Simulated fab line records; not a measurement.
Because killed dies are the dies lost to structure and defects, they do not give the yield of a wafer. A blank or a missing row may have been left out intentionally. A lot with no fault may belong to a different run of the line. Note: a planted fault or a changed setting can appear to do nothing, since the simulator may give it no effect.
fab line records / flow berkeleyCmos170
record lots=6 wafers=18 lastDay=11
route steps=331 shown M1@251 V1@254
lots that met no fault: taken from a fault-free run of the same line
startH: start of the lot's first displayed wafer, in hours after the record's first day / waitH: hours since the lot's step before / " identical to the entry in the row above / L1.1+2: several wafers, shown together as one row / - no value present, or no start provided / * or withheld: withheld / < > ~ a bound
route shown NAME@n: a module of which the file shows steps, and the number in the route of the first / usual: mean/standard deviation taken from wafers without a fault / same: alike in all rows / chamber/n: place in a boat / sites: the reading at each site / _std_site: their standard deviation / _edge_site: the outer-site mean with the inner-site mean subtracted / radiusMm: for every site, how far away it sits from the centre of the wafer / mask NAME#n: copy n / behind: tool/chamber where the wafer was last shaped / hold: what put the lot on hold/how long, in hours/how the hold closed / device: transistor that didn't switch, given as n, p or np / end of line: the same wafers' tests at the end of the route / a step with no rows: only its recipe / killed: dies lost to structure and defects at the first sort, not the wafer's yield / map: per-die view of a wafer (x killed, . not killed, _ where there is no die)
set.NAME: the setting the step ran with; set.NAME@STEP: the setting that earlier step ran with / model.NAME: the simulator's own value behind a step, which no gauge read
a table for each step, a row for each wafer; lots at some steps of the route
services: when a tool's chamber went out of use (startH, in hours from the record's first day, below 0 if earlier), for how many hours, and the reason
## steps
# step UCB170_M1_STRIP_13
# recipe chemistry=O2 powerW=400 pressureMtorr=3500 platenTempC=withheld o2FlowSccm=400 overashFraction=0.5
# usual chamberPressureMTorr=3499/14 drypumpMotorCurrentA=5.9/0.42 oesProductAu=0.720/0.0047
lot.wafer=L931.2 tool=plasmaAsher-02 chamber=1 startH=156.82 waitH=0.1 chamberPressureMTorr=3502 drypumpMotorCurrentA=5.7 oesProductAu=0.727 rfHoursCounterH=49
lot.wafer=L931.3 tool=plasmaAsher-02 chamber=1 startH=156.82 waitH=0.1 chamberPressureMTorr=3495 drypumpMotorCurrentA=5.7 oesProductAu=0.724 rfHoursCounterH=-
lot.wafer=L931.4 tool=plasmaAsher-02 chamber=0 startH=156.82 waitH=0.1 chamberPressureMTorr=3498 drypumpMotorCurrentA=5.6 oesProductAu=0.719 rfHoursCounterH=-
lot.wafer=L940.1 tool=plasmaAsher-02 chamber=0 startH=199.67 waitH=0.1 chamberPressureMTorr=3494 drypumpMotorCurrentA=5.7 oesProductAu=0.723 rfHoursCounterH=54
lot.wafer=L940.3 tool=plasmaAsher-02 chamber=0 startH=199.67 waitH=0.1 chamberPressureMTorr=3493 drypumpMotorCurrentA=5.7 oesProductAu=0.716 rfHoursCounterH=-
lot.wafer=L940.5 tool=plasmaAsher-02 chamber=1 startH=199.67 waitH=0.1 chamberPressureMTorr=3500 drypumpMotorCurrentA=5.8 oesProductAu=0.722 rfHoursCounterH=-
lot.wafer=L941.1 tool=plasmaAsher-01 chamber=0 startH=200.45 waitH=0.1 chamberPressureMTorr=3507 drypumpMotorCurrentA=5.3 oesProductAu=0.721 rfHoursCounterH=34
lot.wafer=L941.2 tool=plasmaAsher-01 chamber=1 startH=200.45 waitH=0.1 chamberPressureMTorr=3492 drypumpMotorCurrentA=6.5 oesProductAu=0.717 rfHoursCounterH=34
lot.wafer=L941.5 tool=plasmaAsher-01 chamber=0 startH=200.45 waitH=0.1 chamberPressureMTorr=3501 drypumpMotorCurrentA=5.4 oesProductAu=0.723 rfHoursCounterH=-
lot.wafer=L947.2 tool=plasmaAsher-01 chamber=1 startH=227.47 waitH=0.1 chamberPressureMTorr=3500 drypumpMotorCurrentA=6.5 oesProductAu=0.717 rfHoursCounterH=37
lot.wafer=L947.4 tool=plasmaAsher-01 chamber=0 startH=227.47 waitH=0.1 chamberPressureMTorr=3502 drypumpMotorCurrentA=5.3 oesProductAu=0.714 rfHoursCounterH=-
lot.wafer=L947.5 tool=plasmaAsher-01 chamber=0 startH=227.47 waitH=0.1 chamberPressureMTorr=3500 drypumpMotorCurrentA=5.3 oesProductAu=0.724 rfHoursCounterH=-
lot.wafer=L948.4 tool=plasmaAsher-01 chamber=0 startH=227.67 waitH=0.1 chamberPressureMTorr=3503 drypumpMotorCurrentA=5.3 oesProductAu=0.717 rfHoursCounterH=-
lot.wafer=L948.5 tool=plasmaAsher-01 chamber=0 startH=227.67 waitH=0.1 chamberPressureMTorr=3499 drypumpMotorCurrentA=5.3 oesProductAu=0.721 rfHoursCounterH=-
lot.wafer=L948.6 tool=plasmaAsher-01 chamber=1 startH=227.67 waitH=0.1 chamberPressureMTorr=3500 drypumpMotorCurrentA=6.5 oesProductAu=0.722 rfHoursCounterH=-
lot.wafer=L949.1 tool=plasmaAsher-01 chamber=0 startH=253.41 waitH=0.2 chamberPressureMTorr=3498 drypumpMotorCurrentA=5.3 oesProductAu=0.715 rfHoursCounterH=40
lot.wafer=L949.2 tool=plasmaAsher-01 chamber=1 startH=253.41 waitH=0.2 chamberPressureMTorr=3497 drypumpMotorCurrentA=6.6 oesProductAu=0.721 rfHoursCounterH=40
lot.wafer=L949.5 tool=plasmaAsher-01 chamber=0 startH=253.41 waitH=0.2 chamberPressureMTorr=3503 drypumpMotorCurrentA=5.3 oesProductAu=0.718 rfHoursCounterH=-
# step UCB170_M1_CD_MEAS_90
# recipe targetCdNm=700
# usual cdNm=698/3.2
lot.wafer=L931.2 tool=cdSem-01 chamber=- startH=156.94 waitH=0.1 cdNm=697
lot.wafer=L931.3 tool=cdSem-01 chamber=- startH=156.94 waitH=0.1 cdNm=694
lot.wafer=L931.4 tool=cdSem-01 chamber=- startH=156.94 waitH=0.1 cdNm=701
lot.wafer=L940.1 tool=cdSem-02 chamber=- startH=199.77 waitH=0.1 cdNm=702
lot.wafer=L940.3 tool=cdSem-02 chamber=- startH=199.77 waitH=0.1 cdNm=695
lot.wafer=L940.5 tool=cdSem-02 chamber=- startH=199.77 waitH=0.1 cdNm=701
lot.wafer=L941.1 tool=cdSem-02 chamber=- startH=200.55 waitH=0.1 cdNm=701
lot.wafer=L941.2 tool=cdSem-02 chamber=- startH=200.55 waitH=0.1 cdNm=701
lot.wafer=L941.5 tool=cdSem-02 chamber=- startH=200.55 waitH=0.1 cdNm=700
lot.wafer=L947.2 tool=cdSem-02 chamber=- startH=227.68 waitH=0.2 cdNm=697
lot.wafer=L947.4 tool=cdSem-02 chamber=- startH=227.68 waitH=0.2 cdNm=696
lot.wafer=L947.5 tool=cdSem-02 chamber=- startH=227.68 waitH=0.2 cdNm=696
lot.wafer=L948.4 tool=cdSem-01 chamber=- startH=227.92 waitH=0.2 cdNm=694
lot.wafer=L948.5 tool=cdSem-01 chamber=- startH=227.92 waitH=0.2 cdNm=697
lot.wafer=L948.6 tool=cdSem-01 chamber=- startH=227.92 waitH=0.2 cdNm=695
lot.wafer=L949.1 tool=cdSem-02 chamber=- startH=253.51 waitH=0.1 cdNm=698
lot.wafer=L949.2 tool=cdSem-02 chamber=- startH=253.51 waitH=0.1 cdNm=701
lot.wafer=L949.5 tool=cdSem-02 chamber=- startH=253.51 waitH=0.1 cdNm=700
# step UCB170_M1_ANNEAL_14
# recipe tempC=400 timeS=1200 ambient=formingGas
# step UCB170_V1_CVD_00
# recipe material=SiO2 targetThkNm=2000 tempC=390 precursor=TEOS/O2 timeS=250 rfW=550 pressureMtorr=9000
# usual heaterPowerW=263/57
lot.wafer=L931.2 tool=pecvd-01 chamber=0 startH=158.47 waitH=0.0 heaterPowerW=239
lot.wafer=L931.3 tool=pecvd-01 chamber=2 startH=158.47 waitH=0.0 heaterPowerW=264
lot.wafer=L931.4 tool=pecvd-01 chamber=2 startH=158.47 waitH=0.0 heaterPowerW=211
lot.wafer=L940.1 tool=pecvd-01 chamber=0 startH=203.57 waitH=0.0 heaterPowerW=280
lot.wafer=L940.3 tool=pecvd-01 chamber=1 startH=203.57 waitH=0.0 heaterPowerW=335
lot.wafer=L940.5 tool=pecvd-01 chamber=2 startH=203.57 waitH=0.0 heaterPowerW=210
lot.wafer=L941.1 tool=pecvd-04 chamber=0 startH=203.57 waitH=0.0 heaterPowerW=184
lot.wafer=L941.2 tool=pecvd-04 chamber=1 startH=203.57 waitH=0.0 heaterPowerW=299
lot.wafer=L941.5 tool=pecvd-04 chamber=0 startH=203.57 waitH=0.0 heaterPowerW=245
lot.wafer=L947.2 tool=pecvd-01 chamber=2 startH=232.32 waitH=0.0 heaterPowerW=280
lot.wafer=L947.4 tool=pecvd-01 chamber=2 startH=232.32 waitH=0.0 heaterPowerW=208
lot.wafer=L947.5 tool=pecvd-01 chamber=1 startH=232.32 waitH=0.0 heaterPowerW=345
lot.wafer=L948.4 tool=pecvd-04 chamber=0 startH=232.40 waitH=0.1 heaterPowerW=154
lot.wafer=L948.5 tool=pecvd-04 chamber=1 startH=232.40 waitH=0.1 heaterPowerW=261
lot.wafer=L948.6 tool=pecvd-04 chamber=2 startH=232.40 waitH=0.1 heaterPowerW=237
lot.wafer=L949.1 tool=pecvd-03 chamber=1 startH=256.56 waitH=0.0 heaterPowerW=249
lot.wafer=L949.2 tool=pecvd-03 chamber=0 startH=256.56 waitH=0.0 heaterPowerW=264
lot.wafer=L949.5 tool=pecvd-03 chamber=1 startH=256.56 waitH=0.0 heaterPowerW=163
# step UCB170_V1_THK_MEAS_01
# recipe reads=SiO2_of_V1_CVD_00
# usual V1_TEOS_THK=1992/29
lot.wafer=L931.2 tool=filmMetro-03 chamber=- startH=158.64 waitH=0.1 V1_TEOS_THK[nm]=1995
lot.wafer=L931.3 tool=filmMetro-03 chamber=- startH=158.64 waitH=0.1 V1_TEOS_THK[nm]=1978
lot.wafer=L931.4 tool=filmMetro-03 chamber=- startH=158.64 waitH=0.1 V1_TEOS_THK[nm]=2004
lot.wafer=L940.1 tool=filmMetro-04 chamber=- startH=203.73 waitH=0.1 V1_TEOS_THK[nm]=1972
lot.wafer=L940.3 tool=filmMetro-04 chamber=- startH=203.73 waitH=0.1 V1_TEOS_THK[nm]=2030
lot.wafer=L940.5 tool=filmMetro-04 chamber=- startH=203.73 waitH=0.1 V1_TEOS_THK[nm]=1963
lot.wafer=L941.1 tool=filmMetro-01 chamber=- startH=203.73 waitH=0.1 V1_TEOS_THK[nm]=1988
lot.wafer=L941.2 tool=filmMetro-01 chamber=- startH=203.73 waitH=0.1 V1_TEOS_THK[nm]=1976
lot.wafer=L941.5 tool=filmMetro-01 chamber=- startH=203.73 waitH=0.1 V1_TEOS_THK[nm]=2034
lot.wafer=L947.2 tool=filmMetro-04 chamber=- startH=232.49 waitH=0.1 V1_TEOS_THK[nm]=1941
lot.wafer=L947.4 tool=filmMetro-04 chamber=- startH=232.49 waitH=0.1 V1_TEOS_THK[nm]=1979
lot.wafer=L947.5 tool=filmMetro-04 chamber=- startH=232.49 waitH=0.1 V1_TEOS_THK[nm]=2034
lot.wafer=L948.4 tool=filmMetro-03 chamber=- startH=232.51 waitH=0.0 V1_TEOS_THK[nm]=2020
lot.wafer=L948.5 tool=filmMetro-03 chamber=- startH=232.51 waitH=0.0 V1_TEOS_THK[nm]=2009
lot.wafer=L948.6 tool=filmMetro-03 chamber=- startH=232.51 waitH=0.0 V1_TEOS_THK[nm]=2020
lot.wafer=L949.1 tool=filmMetro-03 chamber=- startH=256.77 waitH=0.1 V1_TEOS_THK[nm]=1953
lot.wafer=L949.2 tool=filmMetro-03 chamber=- startH=256.77 waitH=0.1 V1_TEOS_THK[nm]=1950
lot.wafer=L949.5 tool=filmMetro-03 chamber=- startH=256.77 waitH=0.1 V1_TEOS_THK[nm]=2001
# step UCB170_V1_CMP_02
# recipe material=SiO2 downForcePsi=6 platenRpm=60 padVelocityMS=0.75398
# usual motorCurrentA=16.9/1.2 slurryFilterDpKPa=13.51/0.13 slurryFlowMlMin=149.9/0.48
lot.wafer=L931.3 tool=cmp-02 chamber=0 startH=158.99 waitH=0.3 motorCurrentA=17.8 slurryFilterDpKPa=13.71 slurryFlowMlMin=149.6
lot.wafer=L931.2 tool=cmp-02 chamber=2 startH=158.99 waitH=0.3 motorCurrentA=15.6 slurryFilterDpKPa=13.47 slurryFlowMlMin=149.9
lot.wafer=L931.4 tool=cmp-02 chamber=3 startH=158.99 waitH=0.3 motorCurrentA=16.6 slurryFilterDpKPa=13.51 slurryFlowMlMin=149.7
lot.wafer=L940.3 tool=cmp-02 chamber=2 startH=203.79 waitH=0.0 motorCurrentA=16.4 slurryFilterDpKPa=13.44 slurryFlowMlMin=150.0
lot.wafer=L940.1 tool=cmp-02 chamber=1 startH=203.79 waitH=0.0 motorCurrentA=17.8 slurryFilterDpKPa=13.55 slurryFlowMlMin=149.6
lot.wafer=L940.5 tool=cmp-02 chamber=2 startH=203.79 waitH=0.0 motorCurrentA=15.9 slurryFilterDpKPa=13.63 slurryFlowMlMin=150.0
lot.wafer=L941.1 tool=cmp-01 chamber=2 startH=203.84 waitH=0.1 motorCurrentA=17.1 slurryFilterDpKPa=13.49 slurryFlowMlMin=149.4
lot.wafer=L941.2 tool=cmp-01 chamber=3 startH=203.84 waitH=0.1 motorCurrentA=14.7 slurryFilterDpKPa=13.56 slurryFlowMlMin=150.6
lot.wafer=L941.5 tool=cmp-01 chamber=2 startH=203.84 waitH=0.1 motorCurrentA=17.2 slurryFilterDpKPa=13.57 slurryFlowMlMin=150.1
lot.wafer=L948.4 tool=cmp-02 chamber=2 startH=232.94 waitH=0.4 motorCurrentA=16.7 slurryFilterDpKPa=13.45 slurryFlowMlMin=151.3
lot.wafer=L948.5 tool=cmp-02 chamber=0 startH=232.94 waitH=0.4 motorCurrentA=18.3 slurryFilterDpKPa=13.58 slurryFlowMlMin=149.7
lot.wafer=L948.6 tool=cmp-02 chamber=1 startH=232.94 waitH=0.4 motorCurrentA=16.9 slurryFilterDpKPa=13.43 slurryFlowMlMin=149.3
lot.wafer=L947.4 tool=cmp-02 chamber=2 startH=233.14 waitH=0.6 motorCurrentA=15.1 slurryFilterDpKPa=13.43 slurryFlowMlMin=150.2
lot.wafer=L947.2 tool=cmp-02 chamber=3 startH=233.14 waitH=0.6 motorCurrentA=16.3 slurryFilterDpKPa=13.33 slurryFlowMlMin=150.1
lot.wafer=L947.5 tool=cmp-02 chamber=2 startH=233.14 waitH=0.6 motorCurrentA=15.3 slurryFilterDpKPa=13.27 slurryFlowMlMin=149.6
lot.wafer=L949.2 tool=cmp-01 chamber=1 startH=257.07 waitH=0.3 motorCurrentA=17.6 slurryFilterDpKPa=13.52 slurryFlowMlMin=150.4
lot.wafer=L949.1 tool=cmp-01 chamber=2 startH=257.07 waitH=0.3 motorCurrentA=17.1 slurryFilterDpKPa=13.39 slurryFlowMlMin=149.1
lot.wafer=L949.5 tool=cmp-01 chamber=1 startH=257.07 waitH=0.3 motorCurrentA=17.7 slurryFilterDpKPa=13.41 slurryFlowMlMin=150.5
# step UCB170_V1_BOW_MEAS_03
# recipe mode=bow
# usual V1_BOW=18/7
lot.wafer=L931.2 tool=filmMetro-01 chamber=- startH=159.31 waitH=0.2 V1_BOW[um]=28
lot.wafer=L931.3 tool=filmMetro-01 chamber=- startH=159.31 waitH=0.2 V1_BOW[um]=22
lot.wafer=L931.4 tool=filmMetro-01 chamber=- startH=159.31 waitH=0.2 V1_BOW[um]=6
lot.wafer=L940.1 tool=filmMetro-03 chamber=- startH=204.09 waitH=0.1 V1_BOW[um]=22
lot.wafer=L940.3 tool=filmMetro-03 chamber=- startH=204.09 waitH=0.1 V1_BOW[um]=18
lot.wafer=L940.5 tool=filmMetro-03 chamber=- startH=204.09 waitH=0.1 V1_BOW[um]=14
lot.wafer=L941.1 tool=filmMetro-01 chamber=- startH=204.09 waitH=0.2 V1_BOW[um]=17
lot.wafer=L941.2 tool=filmMetro-01 chamber=- startH=204.09 waitH=0.2 V1_BOW[um]=11
lot.wafer=L941.5 tool=filmMetro-01 chamber=- startH=204.09 waitH=0.2 V1_BOW[um]=8
lot.wafer=L948.4 tool=filmMetro-01 chamber=- startH=233.20 waitH=0.2 V1_BOW[um]=17
lot.wafer=L948.5 tool=filmMetro-01 chamber=- startH=233.20 waitH=0.2 V1_BOW[um]=11
lot.wafer=L948.6 tool=filmMetro-01 chamber=- startH=233.20 waitH=0.2 V1_BOW[um]=27
lot.wafer=L947.2 tool=filmMetro-03 chamber=- startH=233.46 waitH=0.2 V1_BOW[um]=27
lot.wafer=L947.4 tool=filmMetro-03 chamber=- startH=233.46 waitH=0.2 V1_BOW[um]=16
lot.wafer=L947.5 tool=filmMetro-03 chamber=- startH=233.46 waitH=0.2 V1_BOW[um]=20
lot.wafer=L949.1 tool=filmMetro-03 chamber=- startH=257.37 waitH=0.2 V1_BOW[um]=17
lot.wafer=L949.2 tool=filmMetro-03 chamber=- startH=257.37 waitH=0.2 V1_BOW[um]=33
lot.wafer=L949.5 tool=filmMetro-03 chamber=- startH=257.37 waitH=0.2 V1_BOW[um]=11
# step UCB170_V1_THK_MEAS_04
# recipe reads=SiO2_of_V1_CVD_00
# usual V1_POLISHED_THK=1000.4/1.3
lot.wafer=L931.2 tool=filmMetro-01 chamber=- startH=159.42 waitH=0.1 V1_POLISHED_THK[nm]=1000.3
lot.wafer=L931.3 tool=filmMetro-01 chamber=- startH=159.42 waitH=0.1 V1_POLISHED_THK[nm]=999.7
lot.wafer=L931.4 tool=filmMetro-01 chamber=- startH=159.42 waitH=0.1 V1_POLISHED_THK[nm]=1001.9
lot.wafer=L940.1 tool=filmMetro-03 chamber=- startH=204.21 waitH=0.1 V1_POLISHED_THK[nm]=1000.3
lot.wafer=L940.3 tool=filmMetro-03 chamber=- startH=204.21 waitH=0.1 V1_POLISHED_THK[nm]=1001.3
lot.wafer=L940.5 tool=filmMetro-03 chamber=- startH=204.21 waitH=0.1 V1_POLISHED_THK[nm]=1000.5
lot.wafer=L941.1 tool=filmMetro-01 chamber=- startH=204.21 waitH=0.1 V1_POLISHED_THK[nm]=1001.0
lot.wafer=L941.2 tool=filmMetro-01 chamber=- startH=204.21 waitH=0.1 V1_POLISHED_THK[nm]=1003.1
lot.wafer=L941.5 tool=filmMetro-01 chamber=- startH=204.21 waitH=0.1 V1_POLISHED_THK[nm]=1001.1
lot.wafer=L948.4 tool=filmMetro-01 chamber=- startH=233.29 waitH=0.1 V1_POLISHED_THK[nm]=1000.2
lot.wafer=L948.5 tool=filmMetro-01 chamber=- startH=233.29 waitH=0.1 V1_POLISHED_THK[nm]=999.3
lot.wafer=L948.6 tool=filmMetro-01 chamber=- startH=233.29 waitH=0.1 V1_POLISHED_THK[nm]=998.2
lot.wafer=L947.2 tool=filmMetro-03 chamber=- startH=233.57 waitH=0.1 V1_POLISHED_THK[nm]=1001.1
lot.wafer=L947.4 tool=filmMetro-03 chamber=- startH=233.57 waitH=0.1 V1_POLISHED_THK[nm]=1000.4
lot.wafer=L947.5 tool=filmMetro-03 chamber=- startH=233.57 waitH=0.1 V1_POLISHED_THK[nm]=1000.3
lot.wafer=L949.1 tool=filmMetro-03 chamber=- startH=257.49 waitH=0.1 V1_POLISHED_THK[nm]=1002.0
lot.wafer=L949.2 tool=filmMetro-03 chamber=- startH=257.49 waitH=0.1 V1_POLISHED_THK[nm]=1000.1
lot.wafer=L949.5 tool=filmMetro-03 chamber=- startH=257.49 waitH=0.1 V1_POLISHED_THK[nm]=1001.9
# step UCB170_V1_CLEAN_05
# recipe chemistry=DIW
# step UCB170_V1_HMDS_06
# recipe primeTimeS=60 primeTempC=100
# step UCB170_V1_COAT_07
# recipe resist=KrF spinRpm=1500 resistThkNm=900
# step UCB170_V1_SOFTBAKE_08
# recipe resist=KrF tempC=130 timeS=60
# step UCB170_V1_EXPOSE_09
# recipe maskId=VIA1 targetCdNm=700 na=0.5 sigmaOuter=0.6 sourceShape=conventional doseMj=37
# usual exposureDoseMJCm2=38.30/0.05 focusOffsetNm=-0.1/0.49 na=0.5/0 sigmaOuter=0.6/0
lot.wafer=L931.2 tool=krfScanner-02 chamber=0 startH=160.93 waitH=0.2 mask=VIA1#0 exposureDoseMJCm2=38.29 focusOffsetNm=0.8 na=0.5 sigmaOuter=0.6
lot.wafer=L931.3 tool=krfScanner-02 chamber=0 startH=160.93 waitH=0.2 mask=VIA1#0 exposureDoseMJCm2=38.31 focusOffsetNm=1.0 na=0.5 sigmaOuter=0.6
lot.wafer=L931.4 tool=krfScanner-02 chamber=0 startH=160.93 waitH=0.2 mask=VIA1#0 exposureDoseMJCm2=38.29 focusOffsetNm=1.0 na=0.5 sigmaOuter=0.6
lot.wafer=L940.1 tool=krfScanner-02 chamber=0 startH=205.10 waitH=0.1 mask=VIA1#0 exposureDoseMJCm2=38.24 focusOffsetNm=-0.5 na=0.5 sigmaOuter=0.6
lot.wafer=L940.3 tool=krfScanner-02 chamber=0 startH=205.10 waitH=0.1 mask=VIA1#0 exposureDoseMJCm2=38.25 focusOffsetNm=0.2 na=0.5 sigmaOuter=0.6
lot.wafer=L940.5 tool=krfScanner-02 chamber=0 startH=205.10 waitH=0.1 mask=VIA1#0 exposureDoseMJCm2=38.33 focusOffsetNm=-0.4 na=0.5 sigmaOuter=0.6
lot.wafer=L941.1 tool=krfScanner-02 chamber=0 startH=205.63 waitH=0.2 mask=VIA1#0 exposureDoseMJCm2=38.29 focusOffsetNm=0.2 na=0.5 sigmaOuter=0.6
lot.wafer=L941.2 tool=krfScanner-02 chamber=0 startH=205.63 waitH=0.2 mask=VIA1#0 exposureDoseMJCm2=38.27 focusOffsetNm=-0.4 na=0.5 sigmaOuter=0.6
lot.wafer=L941.5 tool=krfScanner-02 chamber=0 startH=205.63 waitH=0.2 mask=VIA1#0 exposureDoseMJCm2=38.33 focusOffsetNm=-0.1 na=0.5 sigmaOuter=0.6
lot.wafer=L948.4 tool=krfScanner-02 chamber=- startH=234.15 waitH=0.3 mask=VIA1#0 exposureDoseMJCm2=- focusOffsetNm=- na=- sigmaOuter=-
lot.wafer=L948.5 tool=krfScanner-02 chamber=- startH=234.15 waitH=0.3 mask=VIA1#0 exposureDoseMJCm2=- focusOffsetNm=- na=- sigmaOuter=-
lot.wafer=L948.6 tool=krfScanner-02 chamber=- startH=234.15 waitH=0.3 mask=VIA1#0 exposureDoseMJCm2=- focusOffsetNm=- na=- sigmaOuter=-
lot.wafer=L947.2 tool=krfScanner-01 chamber=- startH=234.39 waitH=0.2 mask=VIA1#0 exposureDoseMJCm2=- focusOffsetNm=- na=- sigmaOuter=-
lot.wafer=L947.4 tool=krfScanner-01 chamber=- startH=234.39 waitH=0.2 mask=VIA1#0 exposureDoseMJCm2=- focusOffsetNm=- na=- sigmaOuter=-
lot.wafer=L947.5 tool=krfScanner-01 chamber=- startH=234.39 waitH=0.2 mask=VIA1#0 exposureDoseMJCm2=- focusOffsetNm=- na=- sigmaOuter=-
lot.wafer=L949.1 tool=krfScanner-02 chamber=0 startH=258.34 waitH=0.1 mask=VIA1#0 exposureDoseMJCm2=38.26 focusOffsetNm=0.0 na=0.5 sigmaOuter=0.6
lot.wafer=L949.2 tool=krfScanner-02 chamber=0 startH=258.34 waitH=0.1 mask=VIA1#0 exposureDoseMJCm2=38.25 focusOffsetNm=-0.6 na=0.5 sigmaOuter=0.6
lot.wafer=L949.5 tool=krfScanner-02 chamber=0 startH=258.34 waitH=0.1 mask=VIA1#0 exposureDoseMJCm2=38.24 focusOffsetNm=-0.6 na=0.5 sigmaOuter=0.6
# step UCB170_V1_PEB_10
# recipe pebTempC=129.1 pebTimeS=withheld resist=KrF
## services
tool=krfScanner-02 chamber=- startH=133.88 hours=1.3 kind=pm
tool=krfScanner-01 chamber=- startH=135.63 hours=0.6 kind=repair
tool=pecvd-04 chamber=- startH=136.42 hours=1.3 kind=repair
tool=plasmaAsher-01 chamber=- startH=136.96 hours=20.3 kind=repair
tool=cmp-01 chamber=- startH=154.82 hours=32.0 kind=repair
tool=krfScanner-01 chamber=- startH=157.29 hours=0.2 kind=repair
tool=plasmaAsher-01 chamber=- startH=158.26 hours=15.6 kind=pm
tool=krfScanner-01 chamber=- startH=164.41 hours=3.0 kind=pm
tool=cmp-01 chamber=- startH=176.87 hours=1.8 kind=repair
tool=krfScanner-01 chamber=- startH=177.15 hours=0.6 kind=repair
tool=cmp-01 chamber=- startH=188.88 hours=4.5 kind=pm
tool=cmp-02 chamber=- startH=190.82 hours=0.6 kind=repair
tool=krfScanner-02 chamber=- startH=191.71 hours=0.8 kind=pm
tool=krfScanner-02 chamber=- startH=197.50 hours=0.6 kind=repair
tool=pecvd-03 chamber=2 startH=198.16 hours=12.5 kind=repair
tool=krfScanner-01 chamber=- startH=203.50 hours=1.3 kind=pm
tool=krfScanner-02 chamber=- startH=210.17 hours=3.6 kind=pm
tool=cmp-01 chamber=- startH=217.77 hours=1.0 kind=repair
tool=cmp-01 chamber=- startH=232.00 hours=4.0 kind=pm
tool=cmp-01 chamber=- startH=236.00 hours=4.7 kind=pm
tool=pecvd-04 chamber=- startH=242.50 hours=14.0 kind=pm
tool=cmp-01 chamber=- startH=243.10 hours=1.6 kind=repair
tool=cmp-02 chamber=- startH=247.29 hours=6.1 kind=pm
tool=krfScanner-02 chamber=- startH=253.04 hours=1.0 kind=pm
## key
firstSign step=UCB170_V1_EXPOSE_09 reading=toolRecord direction=missing
effect none on later readings
metAt UCB170_V1_EXPOSE_09
struckWafers L947.2,L947.4,L947.5,L948.4,L948.5,L948.6
laterRowsLeftOut L947.2,L947.4,L947.5,L948.4,L948.5,L948.6
sortLeftOut L947.2,L947.4,L947.5,L948.4,L948.5,L948.6
loopTrim step=UCB170_V1_EXPOSE_09 setting=dose lots=L947
onsetBetween 205.63 234.15
fault kind=skippedStepWhole tool=krfScanner-01,krfScanner-02 chamber=- onsetH=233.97 steps=UCB170_V1_EXPOSE_09 scope=struckLotsOnly
# sortLeftOut: the simulated sort isn't trusted on such a fault, so these wafers' sort isn't shown, and their yield isn't known
# laterRowsLeftOut: the simulator's readings of these wafers behind a module that went badly wrong aren't trusted and aren't shown, but for the sort
# loopTrim: a control loop set the setting to another value than it would have without faults
